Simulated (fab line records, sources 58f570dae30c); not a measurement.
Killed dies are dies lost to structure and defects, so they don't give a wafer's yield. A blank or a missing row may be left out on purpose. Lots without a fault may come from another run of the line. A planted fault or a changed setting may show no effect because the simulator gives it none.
One fault seen from 2 desks | flow berkeley_cmos170 | each desk has only its own numbers; what lay behind them comes last

THE TOOL OWNER'S DESK: litho_track-04
The tool's own readings at UCB170_NSD_SOFTBAKE_02 (time 60 s): means of the sampled wafers that have a number, for each lot that ran on this tool. A lot is out of limits, marked OUT, if its mean lies more than 4 standard deviations from the usual mean; the brackets give that distance.
Columns: A = chill_plate_temp_C at UCB170_NSD_SOFTBAKE_02, usual 23.00 C; B = plate_temp_C at UCB170_NSD_SOFTBAKE_02, usual 130.03 C; C = run_length_s at UCB170_NSD_SOFTBAKE_02, usual 89.1 s
lot  | first seen here | A     | B      | C
L532 | day 7 05:11     | 23.03 | 130.01 | 88.8
L535 | day 7 14:07     | 23.02 | 129.94 | 88.7
L546 | day 10 09:57    | 23.05 | 130.03 | 90.9 (+5.7) OUT
L549 | day 10 18:36    | 23.21 | 130.23 | 90.8 (+5.6) OUT
This desk's finding: out of limits on L546, L549; first on L546, day 10 09:57 (run_length_s at UCB170_NSD_SOFTBAKE_02). In limits: L532, L535.

THE METROLOGY DESK
What the gauges read, lot by lot, whatever tool the lot ran on: means of the sampled wafers that have a number. A lot is out of limits, marked OUT, if its mean lies more than 4 standard deviations from the usual mean; the brackets give that distance.
Columns: A = PFIELD_TW at UCB170_PFIELD_TW_MEAS_09, usual 601; B = NVT_TW at UCB170_NVT_TW_MEAS_09, usual 524
lot  | first seen here | A   | B
L528 | day 4 03:13     | 587 | 535
L529 | day 4 13:40     | 598 | 514
L530 | day 5 01:15     | 586 | 532
L532 | day 5 07:09     | 611 | 526
L534 | day 5 07:10     | 587 | 531
L535 | day 5 16:37     | 614 | 518
L536 | day 5 16:52     | 603 | 531
L537 | day 6 04:25     | 601 | 523
L539 | day 6 11:20     | 602 | 533
L541 | day 7 04:36     | 611 | 532
L545 | day 7 13:16     | 588 | 533
L546 | day 8 00:07     | 601 | 524
L549 | day 8 14:19     | 601 | 532
L550 | day 8 18:05     | 608 | 514
This desk's finding: nothing out of limits on any of the 14 lots.

PUT TOGETHER
The tool owner's desk could have raised an alarm at day 10 09:57, on L546, L549.
The metrology desk saw nothing out of limits.
The metrology desk has L546, L549 on record, within its limits.
Of the lots named, all ran UCB170_NSD_SOFTBAKE_02 on litho_track-04.

WHAT THE SIMULATOR HAD PUT IN
Process parameter drift: litho_track-04, from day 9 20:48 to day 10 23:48, at UCB170_NSD_SOFTBAKE_02. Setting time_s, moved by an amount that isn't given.
Lots struck among those shown: L546, L549.
Hours from the fault's start to each desk's first reading out of limits: the tool owner's desk, 13.
